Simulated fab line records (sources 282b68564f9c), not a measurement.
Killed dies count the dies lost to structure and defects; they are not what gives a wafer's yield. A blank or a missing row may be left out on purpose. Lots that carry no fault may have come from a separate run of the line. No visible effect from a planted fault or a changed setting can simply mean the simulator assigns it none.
Lot-split experiment / flow rit-cmos / 5 lots, 23 wafers read, on a route of 202 steps

== SPLIT DETAILS ==
At RIT_ACTIVE_CVD_03 (deposits Si3N4 from SiH2Cl2/NH3, target thk 150 nm, time 1500 s), the setting sih2cl2-flow-sccm was moved away from the recipe's 60 sccm on 15 of the 23 wafers read, by -14.5% to +14.4%. All remaining wafers had this setting at the recipe value.

The file shows no step between the split and the reading.

== THE READING ==
At RIT_ACTIVE_THK_MEAS_04: ACTIVE_NITRIDE_THK, given in nm. Typical for fault-free wafers on this fab line: 150.5 nm, with standard deviation 1.4 nm.

wafer=L074.2; tool, chamber at the split=-, -; sih2cl2-flow-sccm as run, sccm=51.32; against the recipe=-14.5%; ACTIVE_NITRIDE_THK, nm=144.5; against lot-mates on the recipe=no lot-mate on the recipe
wafer=L074.3; tool, chamber at the split=-, -; sih2cl2-flow-sccm as run, sccm=51.32; against the recipe=-14.5%; ACTIVE_NITRIDE_THK, nm=144.0; against lot-mates on the recipe=no lot-mate on the recipe
wafer=L074.4; tool, chamber at the split=-, -; sih2cl2-flow-sccm as run, sccm=51.32; against the recipe=-14.5%; ACTIVE_NITRIDE_THK, nm=143.8; against lot-mates on the recipe=no lot-mate on the recipe
wafer=L074.5; tool, chamber at the split=-, -; sih2cl2-flow-sccm as run, sccm=51.32; against the recipe=-14.5%; ACTIVE_NITRIDE_THK, nm=144.4; against lot-mates on the recipe=no lot-mate on the recipe
wafer=L074.6; tool, chamber at the split=-, -; sih2cl2-flow-sccm as run, sccm=51.32; against the recipe=-14.5%; ACTIVE_NITRIDE_THK, nm=143.4; against lot-mates on the recipe=no lot-mate on the recipe
wafer=L075.1; tool, chamber at the split=-, -; sih2cl2-flow-sccm as run, sccm=60; against the recipe=recipe; ACTIVE_NITRIDE_THK, nm=151.9; against lot-mates on the recipe=-
wafer=L075.2; tool, chamber at the split=-, -; sih2cl2-flow-sccm as run, sccm=60; against the recipe=recipe; ACTIVE_NITRIDE_THK, nm=150.9; against lot-mates on the recipe=-
wafer=L075.3; tool, chamber at the split=-, -; sih2cl2-flow-sccm as run, sccm=60; against the recipe=recipe; ACTIVE_NITRIDE_THK, nm=150.9; against lot-mates on the recipe=-
wafer=L075.4; tool, chamber at the split=-, -; sih2cl2-flow-sccm as run, sccm=60; against the recipe=recipe; ACTIVE_NITRIDE_THK, nm=151.0; against lot-mates on the recipe=-
wafer=L075.6; tool, chamber at the split=-, -; sih2cl2-flow-sccm as run, sccm=60; against the recipe=recipe; ACTIVE_NITRIDE_THK, nm=151.9; against lot-mates on the recipe=-
wafer=L081.1; tool, chamber at the split=lpcvd-01, 0; sih2cl2-flow-sccm as run, sccm=60; against the recipe=recipe; ACTIVE_NITRIDE_THK, nm=149.1; against lot-mates on the recipe=-
wafer=L081.2; tool, chamber at the split=lpcvd-01, 0; sih2cl2-flow-sccm as run, sccm=60; against the recipe=recipe; ACTIVE_NITRIDE_THK, nm=148.3; against lot-mates on the recipe=-
wafer=L081.6; tool, chamber at the split=lpcvd-01, 0; sih2cl2-flow-sccm as run, sccm=60; against the recipe=recipe; ACTIVE_NITRIDE_THK, nm=148.2; against lot-mates on the recipe=-
wafer=L082.1; tool, chamber at the split=-, -; sih2cl2-flow-sccm as run, sccm=68.65; against the recipe=+14.4%; ACTIVE_NITRIDE_THK, nm=154.8; against lot-mates on the recipe=no lot-mate on the recipe
wafer=L082.2; tool, chamber at the split=-, -; sih2cl2-flow-sccm as run, sccm=68.65; against the recipe=+14.4%; ACTIVE_NITRIDE_THK, nm=155.9; against lot-mates on the recipe=no lot-mate on the recipe
wafer=L082.3; tool, chamber at the split=-, -; sih2cl2-flow-sccm as run, sccm=68.65; against the recipe=+14.4%; ACTIVE_NITRIDE_THK, nm=155.0; against lot-mates on the recipe=no lot-mate on the recipe
wafer=L082.4; tool, chamber at the split=-, -; sih2cl2-flow-sccm as run, sccm=68.65; against the recipe=+14.4%; ACTIVE_NITRIDE_THK, nm=155.3; against lot-mates on the recipe=no lot-mate on the recipe
wafer=L082.6; tool, chamber at the split=-, -; sih2cl2-flow-sccm as run, sccm=68.65; against the recipe=+14.4%; ACTIVE_NITRIDE_THK, nm=156.0; against lot-mates on the recipe=no lot-mate on the recipe
wafer=L084.1; tool, chamber at the split=-, -; sih2cl2-flow-sccm as run, sccm=53.29; against the recipe=-11.2%; ACTIVE_NITRIDE_THK, nm=146.3; against lot-mates on the recipe=no lot-mate on the recipe
wafer=L084.2; tool, chamber at the split=-, -; sih2cl2-flow-sccm as run, sccm=53.29; against the recipe=-11.2%; ACTIVE_NITRIDE_THK, nm=146.4; against lot-mates on the recipe=no lot-mate on the recipe
wafer=L084.4; tool, chamber at the split=-, -; sih2cl2-flow-sccm as run, sccm=53.29; against the recipe=-11.2%; ACTIVE_NITRIDE_THK, nm=145.6; against lot-mates on the recipe=no lot-mate on the recipe
wafer=L084.5; tool, chamber at the split=-, -; sih2cl2-flow-sccm as run, sccm=53.29; against the recipe=-11.2%; ACTIVE_NITRIDE_THK, nm=146.1; against lot-mates on the recipe=no lot-mate on the recipe
wafer=L084.6; tool, chamber at the split=-, -; sih2cl2-flow-sccm as run, sccm=53.29; against the recipe=-11.2%; ACTIVE_NITRIDE_THK, nm=146.4; against lot-mates on the recipe=no lot-mate on the recipe

THE FIT
A straight line over all 23 wafers: ACTIVE_NITRIDE_THK changes by +0.384 nm for each +1% of sih2cl2-flow-sccm; r = +0.97; the points scatter about the line by 1 nm.
Too few moved wafers have a lot-mate on the recipe to fit a line with each lot's own level taken away.

== THE WHOLE CHAIN: every reading that the file lists as answering this split, in the file's order ==
step=RIT_ACTIVE_CVD_03; what it does=deposits Si3N4 from SiH2Cl2/NH3, target thk 150 nm, time 1500 s; reading=Si3N4_of_ACTIVE_CVD_03.thk-nm (the simulator's own value, which no gauge read); change (the file's fit)=+0.385 nm for each +1% of the setting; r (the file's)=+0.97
step=RIT_ACTIVE_THK_MEAS_04; what it does=; reading=ACTIVE_NITRIDE_THK; change (the file's fit)=+0.384 for each +1% of the setting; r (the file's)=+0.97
step=RIT_ACTIVE_ETCH_13; what it does=etches Si3N4 in SF6, stops on SiO2, time 210 s, target depth 210 nm; reading=etch.depth-nm (the simulator's own value, which no gauge read); change (the file's fit)=+0.394 nm for each +1% of the setting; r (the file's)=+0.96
step=RIT_FOX1_WET_ETCH_02; what it does=etches SiO2 in BOE, target depth 350 nm, time 390 s; reading=Si3N4_of_ACTIVE_CVD_03.thk-nm (the simulator's own value, which no gauge read); change (the file's fit)=+0.384 nm for each +1% of the setting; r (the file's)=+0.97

== FILE'S OWN FIT ==
ACTIVE_NITRIDE_THK changes by +0.384 nm for each +1% of sih2cl2-flow-sccm, r = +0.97.
